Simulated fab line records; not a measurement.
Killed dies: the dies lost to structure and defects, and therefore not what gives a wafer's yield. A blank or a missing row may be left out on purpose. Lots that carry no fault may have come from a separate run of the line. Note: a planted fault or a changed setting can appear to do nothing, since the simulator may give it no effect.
Struck lot and sound lot, side by side / flow berkeleyCmos170 / 16 steps out of a route of 331
Sound: wafers L536.1, L536.5, L536.6. Wafers L547.1, L547.4, L547.5 were the ones struck. The cause is named last.
At each step with rows: each side's tool, then ch and its chambers, then its first start. Under that, the readings that differ: sound wafers / struck wafers / difference of the means / sigmas: that difference in standard deviations of wafers without a fault.
alike: same words and numbers on both sides, and readings whose means sit less than 2 such deviations apart. not compared: any withheld reading, any reading some wafer has no value for, any bound like >300 that may hide the same value, and any number with overlapping values for which the record gives no deviation.
The two part at a step that has a row with sigmas, a row that says differs or no value, or rows on one side only. Numbers that don't overlap but have no deviation are shown without sigmas and don't part them. A reading missing from all wafers of one side parts the sides only when that side holds two or more wafers.

first, 1 step without rows for these wafers: UCB170_NWELL_OXIDATION_01 (target thk 26.4 nm, ox time 1260 s).
UCB170_NWELL_THK_MEAS_02:
  sound on filmMetro-04, day 2 23:52; struck on filmMetro-02, day 5 09:50
reading=NWELL_OXIDE_THK (nm); sound=26.0 26.0 25.8; struck=27.1 27.1 27.2; difference=+1.2; sigmas=+2
then, 2 steps without rows for these wafers: UCB170_NWELL_ANNEAL_03 (time 900 s); UCB170_NWELL_CVD_04 (deposits Si3N4 from SiH2Cl2/NH3, target thk 224 nm, time 3360 s).
UCB170_NWELL_THK_MEAS_05:
  sound on filmMetro-04, day 3 07:50; struck on filmMetro-04, day 5 16:56
  alike: NWELL_NITRIDE_THK
then, 6 steps without rows for these wafers: UCB170_NWELL_HMDS_06 (prime time 60 s); UCB170_NWELL_COAT_07 (resist thk 900 nm); UCB170_NWELL_SOFTBAKE_08 (time 60 s); UCB170_NWELL_EXPOSE_09 (exposes mask NWELL, target cd 3000 nm); UCB170_NWELL_PEB_10; UCB170_NWELL_DEVELOP_11 (develop time 45 s).
UCB170_NWELL_OVL_MEAS_12:
  sound on overlay-01, day 3 09:26; struck on overlay-01, day 5 18:39
  alike: NWELL_OVL
UCB170_NWELL_ETCH_13: etches Si3N4 in CH3F/Ar/O2, stops on SiO2, target depth 246.4 nm, time 154 s.
  sound on rieDiel-01 ch 0,3, day 3 09:29; struck on rieDiel-01 ch 0,1,2, day 5 18:41
  no value came back on the struck wafers for any of 6 readings (CH3F_flow_sccm (sccm), O2_flow_sccm (sccm) and others); on the sound wafers CH3F_flow_sccm (sccm) reads 19.94 20.01 20.00
reading=model.KrF_of_NWELL_COAT_07.thkNm (nm); sound=723.8 721.8 716.8; struck=883.9 880.4 887.1; difference=+163.0; sigmas=
  not compared: rfHoursCounterH
next, for these wafers, 1 step has no rows: UCB170_NWELL_IMPLANT_14.
UCB170_NWELL_STRIP_15: strips in O2.
  sound on plasmaAsher-01 ch 0,1, day 3 09:44; struck on plasmaAsher-04 ch 1, day 5 18:56
reading=drypumpMotorCurrentA (A); sound=5.4 5.3 5.4; struck=6.3 6.4 6.4; difference=+1.0; sigmas=+2
reading=oesProductAu (a.u.); sound=0.723 0.725 0.726; struck=0.737 0.732 0.739; difference=+0.011; sigmas=+3
reading=stripTimeToEndpointS (s); sound=18.08 18.02 17.89; struck=21.60 21.49 21.65; difference=+3.58; sigmas=+36
  not compared: rfHoursCounterH
UCB170_NWELL_TW_MEAS_16:
  sound on filmMetro-02, day 3 09:50; struck on filmMetro-02, day 5 19:02
  alike: NWELL_TW

== WHERE THEY PART ==
Earliest at UCB170_NWELL_THK_MEAS_02; latest, in this record, at UCB170_NWELL_STRIP_15. Later steps at which nothing parts them and some readings are alike: UCB170_NWELL_TW_MEAS_16.

WHY: the cause the simulator had injected
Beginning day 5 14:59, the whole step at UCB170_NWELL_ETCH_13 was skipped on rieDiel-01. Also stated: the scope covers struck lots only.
